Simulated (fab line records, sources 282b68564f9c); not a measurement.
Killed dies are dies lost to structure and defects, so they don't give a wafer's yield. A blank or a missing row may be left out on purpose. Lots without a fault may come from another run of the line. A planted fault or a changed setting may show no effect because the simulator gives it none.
fab line records | flow rit_cmos
record lots=6 wafers=18 last_day=6
route steps=202 shown NLDD@110 PLDD@114 SPACER@125 NSD@131 PSD@142 M1@202
lots that met no fault: from a run of the same line without faults
start_h: hours from the record's first day to the start of the lot's first wafer shown | wait_h: hours since the lot's step before | " the same as in the row above | L1.1+2: a row that stands for several wafers | - no value, or no start given | * or withheld: withheld | < > ~ a bound
route shown NAME@n: a module of which the file shows steps, and the number in the route of the first | usual: mean/standard deviation of fault-free wafers | same: alike in all rows | chamber/n: place in a boat | sites: the reading at each site | _std_site: their standard deviation | _edge_site: outer sites' mean less inner sites' | radius_mm: how far each site lies from the wafer's centre | mask NAME#n: copy n | behind: the tool/chamber that last shaped the wafer | hold: why the lot was held/for how many hours/how that ended | device: the transistor (n, p or np) that didn't switch | end of line: the same wafers' tests at the end of the route | a step without rows: its recipe alone | killed: dies lost to structure and defects at the first sort, not the wafer's yield | map: a wafer's dies, x killed, . not, _ none there
set.NAME: the setting as run; set.NAME@STEP: as run at that earlier step | model.NAME: the simulator's own value behind a step, which no gauge read
lots at some steps of the route; a table a step, a row a wafer
services: from which hour (start_h, from the record's first day; less than 0 if before it) a tool's chamber was out of use, for how many hours, and why
## steps
# step RIT_NLDD_HARDBAKE_07
# recipe resist=NOVOLAK temp_c=141 time_s=60
# step RIT_NLDD_IMPLANT_08
# recipe species=P energy_kev=20 dose_cm2=5e+14 tilt_deg=7
# step RIT_NLDD_STRIP_09
# recipe chemistry=O2 time_s=180 resist=NOVOLAK platen_temp_c=withheld power_w=500 pressure_mtorr=4000 o2_flow_sccm=4000
# usual drypump_motor_current_A=5.5/0.41
# columns lot.wafer tool chamber start_h wait_h drypump_motor_current_A rf_hours_counter_h
L674.3 plasma_asher-01 0 51.34 0.1 4.7 -
L674.4 " 1 " " 5.2 -
L674.5 " 1 " " 5.2 -
L679.1 plasma_asher-01 1 71.31 0.1 5.2 42
L679.2 " 0 " " 4.7 42
L679.4 " 1 " " 5.2 -
L682.2 plasma_asher-02 1 87.82 0.1 5.8 46
L682.5 " 0 " " 5.9 -
L682.6 " 1 " " 5.8 -
L690.3 plasma_asher-01 0 128.33 0.1 4.7 -
L690.4 " 1 " " 5.2 -
L690.5 " 1 " " 5.2 -
L691.1 plasma_asher-04 1 132.14 0.1 5.8 34
L691.3 " 1 " " 5.8 -
L691.6 " 0 " " 5.3 -
L692.3 plasma_asher-04 0 137.87 0.1 5.3 -
L692.5 " 1 " " 5.8 -
L692.6 " 0 " " 5.3 -
# step RIT_NLDD_TW_MEAS_10
# usual NLDD_TW=2507/15
# columns lot.wafer tool chamber start_h wait_h NLDD_TW
L674.3 film_metro-03 - 51.48 0.1 2534
L674.4 " - " " 2532
L674.5 " - " " 2522
L679.1 film_metro-04 - 71.49 0.1 2485
L679.2 " - " " 2491
L679.4 " - " " 2485
L682.2 film_metro-01 - 88.00 0.1 2501
L682.5 " - " " 2484
L682.6 " - " " 2481
L690.3 film_metro-01 - 128.47 0.1 2532
L690.4 " - " " 2507
L690.5 " - " " 2508
L691.1 film_metro-01 - 132.32 0.1 2511
L691.3 " - " " 2510
L691.6 " - " " 2516
L692.3 film_metro-01 - 138.01 0.1 2524
L692.5 " - " " 2522
L692.6 " - " " 2506
# step RIT_PLDD_HMDS_00
# recipe prime_time_s=60 prime_temp_c=140
# step RIT_PLDD_COAT_01
# recipe resist=NOVOLAK spin_rpm=3250 resist_thk_nm=1000
# step RIT_PLDD_SOFTBAKE_02
# recipe resist=NOVOLAK temp_c=90 time_s=60
# step RIT_PLDD_EXPOSE_03
# recipe mask_id=M8 na=0.57 target_cd_nm=40900 dose_mj=250
# step RIT_PLDD_PEB_04
# recipe resist=NOVOLAK temp_c=withheld time_s=withheld
# step RIT_PLDD_DEVELOP_05
# recipe resist=NOVOLAK develop_time_s=50 dev_temp_c=23
# step RIT_PLDD_OVL_MEAS_06
# usual PLDD_OVL=-0.2/1.5
# columns lot.wafer tool chamber start_h wait_h PLDD_OVL[nm]
L674.3 overlay-01 - 52.51 - -0.2
L674.4 " - " " -2.0
L674.5 " - " " 0.2
L679.1 overlay-02 - 72.40 - 0.1
L679.2 " - " " 0.1
L679.4 " - " " -0.4
L682.2 overlay-02 - 88.94 - -1.5
L682.5 " - " " -1.8
L682.6 " - " " -1.2
L690.3 overlay-02 - 129.50 - 0.8
L690.4 " - " " -0.9
L690.5 " - " " -1.0
L691.1 overlay-01 - 133.23 - -0.7
L691.3 " - " " -2.9
L691.6 " - " " -3.2
L692.3 overlay-02 - 139.21 - -2.9
L692.5 " - " " -2.3
L692.6 " - " " -1.9
# step RIT_PLDD_HARDBAKE_07
# recipe resist=NOVOLAK temp_c=140 time_s=60
# step RIT_PLDD_IMPLANT_08
# recipe species=BF2 energy_kev=20 dose_cm2=9e+14 tilt_deg=7
# usual faraday_current_uA=2826/54
# columns lot.wafer tool chamber start_h wait_h faraday_current_uA
L674.3 implanter-03 0 52.73 0.1 2808
L674.4 " 0 " " 2912
L674.5 " 0 " " 2869
L679.1 implanter-04 0 72.58 0.1 2840
L679.2 " 0 " " 2860
L679.4 " 0 " " 2893
L682.2 implanter-01 0 89.22 0.1 2822
L682.5 " 0 " " 2868
L682.6 " 0 " " 2868
L690.3 implanter-04 0 129.72 0.1 2753
L690.4 " 0 " " 2858
L690.5 " 0 " " 2829
L691.1 implanter-03 0 133.41 0.1 2778
L691.3 " 0 " " 2789
L691.6 " 0 " " 2857
L692.3 implanter-03 0 139.44 0.1 2933
L692.5 " 0 " " 2868
L692.6 " 0 " " 2955
# step RIT_PLDD_STRIP_09
# recipe chemistry=O2 time_s=180 resist=NOVOLAK platen_temp_c=withheld power_w=500 pressure_mtorr=4000 o2_flow_sccm=4000
# usual drypump_motor_current_A=5.6/0.46
# columns lot.wafer tool chamber start_h wait_h drypump_motor_current_A rf_hours_counter_h
L674.3 plasma_asher-03 1 52.89 0.1 5.8 -
L674.4 " 0 " " 5.9 -
L674.5 " 1 " " 5.9 -
L679.1 plasma_asher-02 1 72.73 0.1 5.8 45
L679.2 " 0 " " 5.9 45
L679.4 " 1 " " 5.8 -
L682.2 plasma_asher-01 1 89.34 0.1 5.2 44
L682.5 " 1 " " 5.2 -
L682.6 " 0 " " 4.7 -
L690.3 plasma_asher-03 0 129.88 0.1 5.9 -
L690.4 " 1 " " 5.9 -
L690.5 " 0 " " 5.9 -
L691.1 plasma_asher-02 1 133.56 0.1 5.8 2
L691.3 " 1 " " 5.8 -
L691.6 " 0 " " 5.9 -
L692.3 plasma_asher-02 1 139.59 0.1 5.8 -
L692.5 " 1 " " 5.8 -
L692.6 " 0 " " 5.9 -
# step RIT_PLDD_TW_MEAS_10
# usual PLDD_TW=2358/12
# columns lot.wafer tool chamber start_h wait_h PLDD_TW
L674.3 film_metro-03 - 53.03 0.1 2374
L674.4 " - " " 2378
L674.5 " - " " 2376
L679.1 film_metro-03 - 72.91 0.1 2361
L679.2 " - " " 2368
L679.4 " - " " 2365
L682.2 film_metro-04 - 89.52 0.1 2346
L682.5 " - " " 2346
L682.6 " - " " 2360
L690.3 film_metro-03 - 130.02 0.1 2371
L690.4 " - " " 2366
L690.5 " - " " 2371
L691.1 film_metro-01 - 133.74 0.1 2258
L691.3 " - " " 2256
L691.6 " - " " 2251
L692.3 film_metro-04 - 139.73 0.1 2251
L692.5 " - " " 2244
L692.6 " - " " 2259
# step RIT_SPACER_CLEAN_00
# recipe chemistry=SC1 mix=3:3:50 time_s=600 temp_c=75
# step RIT_SPACER_CLEAN_01
# recipe chemistry=dHF dilution=50:1 time_s=30
# step RIT_SPACER_CLEAN_02
# recipe chemistry=SC2 mix=3:3:50 time_s=600 temp_c=75 dry=n2_spin
# step RIT_SPACER_CVD_03
# recipe material=Si3N4 target_thk_nm=250 temp_c=810 precursor=SiH2Cl2/NH3 time_s=3300 pressure_mtorr=300 sih2cl2_flow_sccm=60 nh3_flow_sccm=150
# step RIT_SPACER_THK_MEAS_04
# recipe reads=Si3N4_of_SPACER_CVD_03
# usual SPACER_NITRIDE_THK=249.3/2.4
# columns lot.wafer tool chamber start_h wait_h SPACER_NITRIDE_THK[nm]
L674.3 film_metro-03 - 55.37 0.0 252.6
L674.4 " - " " 249.5
L674.5 " - " " 247.6
L679.1 film_metro-03 - 75.27 0.0 249.7
L679.2 " - " " 247.5
L679.4 " - " " 248.1
L682.2 film_metro-02 - 91.88 0.0 248.2
L682.5 " - " " 246.9
L682.6 " - " " 248.5
L690.3 film_metro-04 - 132.41 0.0 248.2
L690.4 " - " " 248.0
L690.5 " - " " 248.6
L691.1 film_metro-02 - 136.19 0.0 248.3
L691.3 " - " " 249.6
L691.6 " - " " 246.5
L692.3 film_metro-03 - 142.11 0.0 251.7
L692.5 " - " " 248.2
L692.6 " - " " 249.3
# step RIT_SPACER_ETCHBACK_05
# recipe target_depth_a=2500 SF6_flow_sccm=30 CHF3_flow_sccm=30 target=Si3N4 chemistry=SF6/CHF3 pressure_mtorr=40 rf_w=241.3 time_s=240 stop_on=SiO2
# usual drypump_motor_current_A=5.8/0.44 oes_product_au=0.840/0.013 throttle_valve_pct=10.29/0.17
# columns lot.wafer tool chamber start_h wait_h drypump_motor_current_A oes_product_au rf_hours_counter_h throttle_valve_pct
L674.3 rie_diel-01 2 55.41 0.0 6.2 0.869 52 10.19
L674.4 " 2 " " 6.2 0.873 - 10.17
L674.5 " 0 " " 6.1 0.843 - 10.11
L679.1 rie_diel-02 0 75.33 0.1 5.1 0.843 26 10.27
L679.2 " 2 " " 5.5 0.831 151 10.35
L679.4 " 1 " " 6.5 0.838 3 10.40
L682.2 rie_diel-02 1 91.93 0.0 6.5 0.839 3 10.43
L682.5 " 2 " " 5.5 0.822 - 10.35
L682.6 " 1 " " 6.5 0.844 - 10.41
L690.3 rie_diel-02 2 132.45 0.0 5.5 0.825 152 10.36
L690.4 " 2 " " 5.5 0.826 - 10.35
L690.5 " 1 " " 6.4 0.844 - 10.42
L691.1 rie_diel-02 2 136.25 0.1 5.5 0.831 152 10.36
L691.3 " 3 " " 6.2 0.833 0 10.41
L691.6 " 0 " " 5.2 0.844 - 10.30
L692.3 rie_diel-01 2 142.15 0.0 6.2 0.865 53 10.19
L692.5 " 2 " " 6.2 0.853 - 10.19
L692.6 " 3 " " 5.5 0.832 - 10.26
# step RIT_NSD_HMDS_00
# recipe prime_time_s=60 prime_temp_c=140
# step RIT_NSD_COAT_01
# recipe resist=NOVOLAK spin_rpm=3250 resist_thk_nm=1000
# step RIT_NSD_SOFTBAKE_02
# recipe resist=NOVOLAK temp_c=90 time_s=60
# step RIT_NSD_EXPOSE_03
# recipe mask_id=M9 na=0.57 target_cd_nm=40700 dose_mj=250
# step RIT_NSD_PEB_04
# recipe resist=NOVOLAK temp_c=withheld time_s=withheld
# step RIT_NSD_DEVELOP_05
# recipe resist=NOVOLAK develop_time_s=50 dev_temp_c=23
# step RIT_NSD_OVL_MEAS_06
# usual NSD_OVL=1.3/1.2
# columns lot.wafer tool chamber start_h wait_h NSD_OVL[nm]
L674.3 overlay-01 - 56.42 - 1.1
L674.4 " - " " 2.1
L674.5 " - " " 2.0
L679.1 overlay-01 - 76.46 - -1.6
L679.2 " - " " -0.4
L679.4 " - " " 1.2
L682.2 overlay-01 - 93.07 - 1.5
L682.5 " - " " 1.7
L682.6 " - " " 1.7
L690.3 overlay-01 - 133.59 - -0.2
L690.4 " - " " 1.6
L690.5 " - " " 0.9
L691.1 overlay-02 - 137.37 - 3.0
L691.3 " - " " 3.2
L691.6 " - " " 1.8
L692.3 overlay-02 - 143.16 - 1.5
L692.5 " - " " 0.3
L692.6 " - " " 1.4
# step RIT_NSD_HARDBAKE_07
# recipe resist=NOVOLAK temp_c=140 time_s=60
# step RIT_NSD_IMPLANT_08
# recipe species=P energy_kev=25 dose_cm2=1e+15 tilt_deg=7
# step RIT_NSD_STRIP_09
# recipe chemistry=O2 time_s=180 resist=NOVOLAK platen_temp_c=withheld power_w=500 pressure_mtorr=4000 o2_flow_sccm=4000
# usual drypump_motor_current_A=5.5/0.43
# columns lot.wafer tool chamber start_h wait_h drypump_motor_current_A rf_hours_counter_h
L674.3 plasma_asher-01 0 56.80 0.1 4.7 -
L674.4 " 1 " " 5.2 -
L674.5 " 1 " " 5.2 -
L679.1 plasma_asher-03 0 76.79 0.1 5.9 41
L679.2 " 1 " " 5.8 41
L679.4 " 0 " " 5.9 -
L682.2 plasma_asher-03 1 93.40 0.1 5.8 43
L682.5 " 0 " " 5.9 -
L682.6 " 1 " " 5.8 -
L690.3 plasma_asher-04 0 133.97 0.1 5.3 -
L690.4 " 1 " " 5.8 -
L690.5 " 0 " " 5.3 -
L691.1 plasma_asher-03 1 137.71 0.1 5.9 48
L691.3 " 0 " " 6.0 -
L691.6 " 1 " " 5.8 -
L692.3 plasma_asher-04 1 143.54 0.1 5.7 -
L692.5 " 0 " " 5.3 -
L692.6 " 1 " " 5.8 -
# step RIT_NSD_TW_MEAS_10
# usual NSD_TW=3135/14
# columns lot.wafer tool chamber start_h wait_h NSD_TW
L674.3 film_metro-01 - 56.94 0.1 3138
L674.4 " - " " 3122
L674.5 " - " " 3129
L679.1 film_metro-01 - 76.97 0.1 3127
L679.2 " - " " 3113
L679.4 " - " " 3123
L682.2 film_metro-04 - 93.58 0.1 3115
L682.5 " - " " 3109
L682.6 " - " " 3126
L690.3 film_metro-03 - 134.11 0.1 3152
L690.4 " - " " 3145
L690.5 " - " " 3142
L691.1 film_metro-04 - 137.88 0.1 3152
L691.3 " - " " 3132
L691.6 " - " " 3129
L692.3 film_metro-04 - 143.68 0.1 3117
L692.5 " - " " 3137
L692.6 " - " " 3130
# step RIT_PSD_HMDS_00
# recipe prime_time_s=60 prime_temp_c=139.6
# step RIT_PSD_COAT_01
# recipe resist=NOVOLAK spin_rpm=3250 resist_thk_nm=1000
# step RIT_PSD_SOFTBAKE_02
# recipe resist=NOVOLAK temp_c=90 time_s=60
# step RIT_PSD_EXPOSE_03
# recipe mask_id=M10 na=0.57 target_cd_nm=40900 dose_mj=250
# step RIT_PSD_PEB_04
# recipe resist=NOVOLAK temp_c=withheld time_s=withheld
# step RIT_PSD_DEVELOP_05
# recipe resist=NOVOLAK develop_time_s=50 dev_temp_c=23
# step RIT_PSD_OVL_MEAS_06
# usual PSD_OVL=-1.3/1.3
# columns lot.wafer tool chamber start_h wait_h PSD_OVL[nm]
L674.3 overlay-01 - 57.84 - 0.4
L674.4 " - " " 0.2
L674.5 " - " " -0.1
L679.1 overlay-01 - 78.02 - -1.9
L679.2 " - " " -2.5
L679.4 " - " " -2.8
L682.2 overlay-02 - 94.49 - -2.8
L682.5 " - " " -1.3
L682.6 " - " " -3.7
L690.3 overlay-02 - 135.01 - -3.0
L690.4 " - " " -2.6
L690.5 " - " " -4.1
L691.1 overlay-02 - 138.92 - 0.9
L691.3 " - " " 0.2
L691.6 " - " " 1.7
L692.3 overlay-02 - 144.71 - -1.5
L692.5 " - " " -0.4
L692.6 " - " " -0.1
# step RIT_PSD_HARDBAKE_07
# recipe resist=NOVOLAK temp_c=140 time_s=60
# step RIT_PSD_IMPLANT_08
# recipe species=BF2 energy_kev=27 dose_cm2=5e+15 tilt_deg=7
# step RIT_PSD_STRIP_09
# recipe chemistry=O2 time_s=180 resist=NOVOLAK platen_temp_c=withheld power_w=500 pressure_mtorr=4000 o2_flow_sccm=4000
# usual drypump_motor_current_A=5.78/0.21
# columns lot.wafer tool chamber start_h wait_h drypump_motor_current_A rf_hours_counter_h
L674.3 plasma_asher-03 1 58.22 0.1 5.82 -
L674.4 " 0 " " 5.93 -
L674.5 " 0 " " 5.94 -
L679.1 plasma_asher-02 1 78.35 0.1 5.84 45
L679.2 " 0 " " 5.90 45
L679.4 " 1 " " 5.82 -
L682.2 plasma_asher-02 0 94.82 0.1 5.89 47
L682.5 " 0 " " 5.90 -
L682.6 " 1 " " 5.87 -
L690.3 plasma_asher-02 0 135.39 0.1 5.92 -
L690.4 " 1 " " 5.86 -
L690.5 " 1 " " 5.85 -
L691.1 plasma_asher-03 1 139.25 0.1 5.81 48
L691.3 " 0 " " 5.94 -
L691.6 " 1 " " 5.85 -
L692.3 plasma_asher-02 1 145.09 0.1 5.82 -
L692.5 " 1 " " 5.82 -
L692.6 " 0 " " 5.90 -
# step RIT_SDANNEAL_RS_MEAS_06
# recipe thk_meas_gauge=four-point-probe
# usual PLDD_RS=178.7/0.49
# columns lot.wafer tool chamber start_h wait_h PLDD_RS[ohm/sq]
L674.3 film_metro-04 - 59.12 0.1 178.9
L674.4 " - " " 178.8
L674.5 " - " " 178.7
L679.1 film_metro-01 - 79.36 0.1 179.3
L679.2 " - " " 179.5
L679.4 " - " " 179.3
L682.2 film_metro-03 - 95.74 0.1 179.3
L682.5 " - " " 179.2
L682.6 " - " " 179.2
L690.3 film_metro-03 - 136.50 0.1 178.8
L690.4 " - " " 178.7
L690.5 " - " " 178.8
L691.1 film_metro-04 - 140.36 0.1 196.9
L691.3 " - " " 197.5
L691.6 " - " " 197.3
L692.3 film_metro-03 - 145.97 0.1 196.2
L692.5 " - " " 196.1
L692.6 " - " " 196.4
# step RIT_M1_PROBE_99
# usual killed_at_contacts=0.0/0.18 killed_at_front_end=6/3.1 killed_dies=6/3.1 killed_open=3.4/1.9 killed_short=3.1/2
# same gross_dies=264 killed_at_M0_to_M3=0 killed_at_M4_up=0 killed_at_back_side=0 killed_at_other=0
# columns lot.wafer tool chamber start_h wait_h killed_at_contacts killed_at_front_end killed_dies killed_open killed_short model.etest.pldd.rs_ohm_sq_range model.etest.pldd.rs_ohm_sq model.etest.pldd.rs_ohm_sq_rim_less_centre model.etest.pldd.line_ohm_um model.etest.pmos_0p15.drive_ua_um_range model.etest.pmos_0p15.drive_ua_um_rim_less_centre model.etest.pmos_0p15.vt_v_range model.etest.pmos_0p15.vt_v_rim_less_centre
L674.3 prober-01 - 66.30 0.2 0 5 5 3 2 9.178 495.1 -1.177 158 3.43 0.4234 0.006812 -0.004055
L674.4 prober-01 - 66.35 0.2 0 8 8 6 2 6.22 498.1 4.329 158.4 4.527 -0.8159 0.005118 -0.002844
L674.5 prober-01 - 66.40 0.2 0 1 1 1 0 8.998 504.8 7.262 162.3 6.288 -4.527 0.004433 -0.0004057
L679.1 prober-01 - 86.91 0.1 0 6 6 2 4 8.763 450.4 1.898 143.5 2.751 -2.017 0.004284 -0.001311
L679.2 prober-01 - 86.96 0.1 0 5 5 2 3 8.967 453.9 3.964 142.1 4.677 -3.342 0.00403 0.0003082
L679.4 prober-01 - 87.06 0.2 1 9 10 4 6 10.38 459.6 1.934 147.1 2.802 -1.27 0.004331 -0.001998
L682.2 prober-02 - 103.72 0.1 0 5 5 4 1 12.59 466.4 2.693 147.3 5.165 2.495 0.007223 0.003963
L682.5 prober-02 - 103.87 0.2 0 8 8 6 2 15.3 456.5 2.997 143.2 4.076 -0.9481 0.007166 -0.001661
L682.6 prober-02 - 103.92 0.2 0 9 9 5 4 17.84 459.2 5.018 144.5 4.828 0.3917 0.007555 -0.0022
L690.3 prober-02 - 143.73 0.2 1 3 4 3 1 10.88 494.1 6.195 155.6 3.433 -1.086 0.007202 -0.004288
L690.4 prober-02 - 143.78 0.2 0 4 4 2 2 10.01 490.6 2.309 155.6 3.379 0.09389 0.004228 0.000111
L690.5 prober-02 - 143.83 0.2 0 3 3 1 2 8.433 506.7 2.661 161.7 4.889 -0.1279 0.005405 -0.002098
L691.1 prober-01 - 147.83 0.1 0 6 6 5 1 141.9 605.2 -58.7 191.4 22.7 6.059 0.02423 0.005775
L691.3 prober-01 - 147.93 0.2 0 5 5 4 1 146.3 617 -64.89 195.3 22.76 7.17 0.02631 0.007115
L691.6 prober-01 - 148.08 0.2 0 5 5 2 3 145.9 604.7 -68.9 187.2 23.23 6.367 0.02196 0.004847
L692.3 prober-02 - 153.29 0.2 0 6 6 5 1 152.5 620.7 -59.61 195.9 20.67 8.834 0.02212 0.01263
L692.5 prober-02 - 153.39 0.2 0 2 2 0 2 148.2 618.6 -62.41 194.5 22.81 9.987 0.0256 0.01241
L692.6 prober-02 - 153.44 0.2 0 5 5 4 1 147.8 635.4 -58.98 202 21.83 10.42 0.02461 0.01238
# killed by level:class
L674.3 FOX2:geometric_particle:open=1 GATE:geometric_particle:short=1 GATE:geometric_particle:open=1 REOX:geometric_particle:open=1 SPACER:geometric_particle:short=1
L674.4 GATE:geometric_particle:open=3 ACTIVE:geometric_particle:open=1 GATE:geometric_particle:short=1 REOX:geometric_particle:open=1 SPACER:geometric_particle:short=1 SILICIDE:geometric_particle:open=1
L674.5 GATE:geometric_particle:open=1
L679.1 GATE:geometric_particle:short=2 FOX2:geometric_particle:short=1 REOX:geometric_particle:open=1 REOX:geometric_particle:short=1 SILICIDE:geometric_particle:open=1
L679.2 GATE:geometric_particle:short=2 FOX1:geometric_particle:short=1 FOX2:geometric_particle:open=1 SPACER:geometric_particle:open=1
L679.4 GATE:geometric_particle:open=2 GATE:geometric_particle:short=2 FOX1:geometric_particle:short=1 FOX2:geometric_particle:short=1 REOX:geometric_particle:short=1 REOX:geometric_particle:open=1 SILICIDE:geometric_particle:short=1 CONTACT:geometric_particle:open=1
L682.2 FOX1:geometric_particle:open=2 GATE:geometric_particle:short=1 GATE:geometric_particle:open=1 REOX:geometric_particle:open=1
L682.5 GATE:geometric_particle:open=3 FOX1:geometric_particle:open=1 REOX:geometric_particle:short=1 REOX:geometric_particle:open=1 SPACER:geometric_particle:open=1 SPACER:geometric_particle:short=1
L682.6 FOX1:geometric_particle:open=3 SPACER:geometric_particle:short=2 ACTIVE:geometric_particle:short=1 FOX1:geometric_particle:short=1 GATE:geometric_particle:open=1 SPACER:geometric_particle:open=1
L690.3 GATE:geometric_particle:open=2 FOX2:geometric_particle:short=1 CONTACT:geometric_particle:open=1
L690.4 GATE:geometric_particle:open=1 REOX:geometric_particle:short=1 SPACER:geometric_particle:short=1 SPACER:geometric_particle:open=1
L690.5 FOX1:geometric_particle:short=1 FOX2:geometric_particle:open=1 SILICIDE:geometric_particle:short=1
L691.1 FOX1:geometric_particle:open=2 GATE:geometric_particle:open=2 GATE:geometric_particle:short=1 SPACER:geometric_particle:open=1
L691.3 GATE:geometric_particle:open=3 REOX:geometric_particle:open=1 SPACER:geometric_particle:short=1
L691.6 GATE:geometric_particle:open=2 GATE:geometric_particle:short=1 SPACER:geometric_particle:short=1 SILICIDE:geometric_particle:short=1
L692.3 GATE:geometric_particle:open=3 SILICIDE:geometric_particle:open=2 GATE:geometric_particle:short=1
L692.5 SPACER:geometric_particle:short=1 SILICIDE:geometric_particle:short=1
L692.6 SILICIDE:geometric_particle:open=2 REOX:geometric_particle:open=1 SPACER:geometric_particle:open=1 SILICIDE:geometric_particle:short=1
## services
# columns tool chamber start_h hours kind
rie_diel-01 0 30.76 19.4 repair
rie_diel-01 1 32.34 2.6 repair
rie_diel-02 - 39.46 1.9 repair
implanter-01 - 45.25 0.9 repair
implanter-04 - 46.65 1.8 repair
rie_diel-01 1 50.16 - clean
rie_diel-01 1 50.16 19.1 scheduled_down
rie_diel-01 - 60.98 4.1 repair
rie_diel-01 - 67.61 0.7 repair
rie_diel-02 - 71.46 2.8 pm
implanter-03 - 73.07 11.8 pm
plasma_asher-02 - 108.75 9.0 pm
plasma_asher-02 0 108.75 9.0 vent_cycle
plasma_asher-02 1 108.75 9.0 vent_cycle
rie_diel-02 3 117.52 - clean
rie_diel-02 3 117.52 15.7 scheduled_down
rie_diel-02 3 117.52 15.7 vent_cycle
plasma_asher-02 0 117.75 - clean
plasma_asher-02 1 117.75 - clean
rie_diel-02 2 126.91 3.8 repair
implanter-04 - 133.25 5.1 pm
rie_diel-02 2 136.40 - clean
rie_diel-02 2 136.40 21.3 scheduled_down
rie_diel-02 2 136.40 21.3 vent_cycle
## key
first_sign step=RIT_PLDD_TW_MEAS_10 reading=PLDD_TW direction=down sigmas=8.9 usual=2358 struck=2253
effect step=RIT_SDANNEAL_RS_MEAS_06 reading=PLDD_RS direction=up sigmas=37 usual=178.7 struck=196.7
model_effect step=RIT_M1_PROBE_99 value=etest.pldd.rs_ohm_sq_range without=12.17 struck=147.1
met_at RIT_PLDD_IMPLANT_08
struck_wafers L691.1,L691.3,L691.6,L692.3,L692.5,L692.6
tester_left_out L691,L692
onset_between 52.73 133.41
also_fits time
fault kind=process_parameter_drift tool=implanter-03 chamber=- onset_h=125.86 steps=RIT_PLDD_IMPLANT_08 channel=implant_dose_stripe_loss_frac offset=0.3 shape=step end_h=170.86
# tester_left_out: of these lots the tester's yield and bins aren't shown, on N5 and GAA mostly nor the transistor test; their killed dies are dies lost to structure and defects alone, not to doping, threshold or leakage, so they don't give the yield
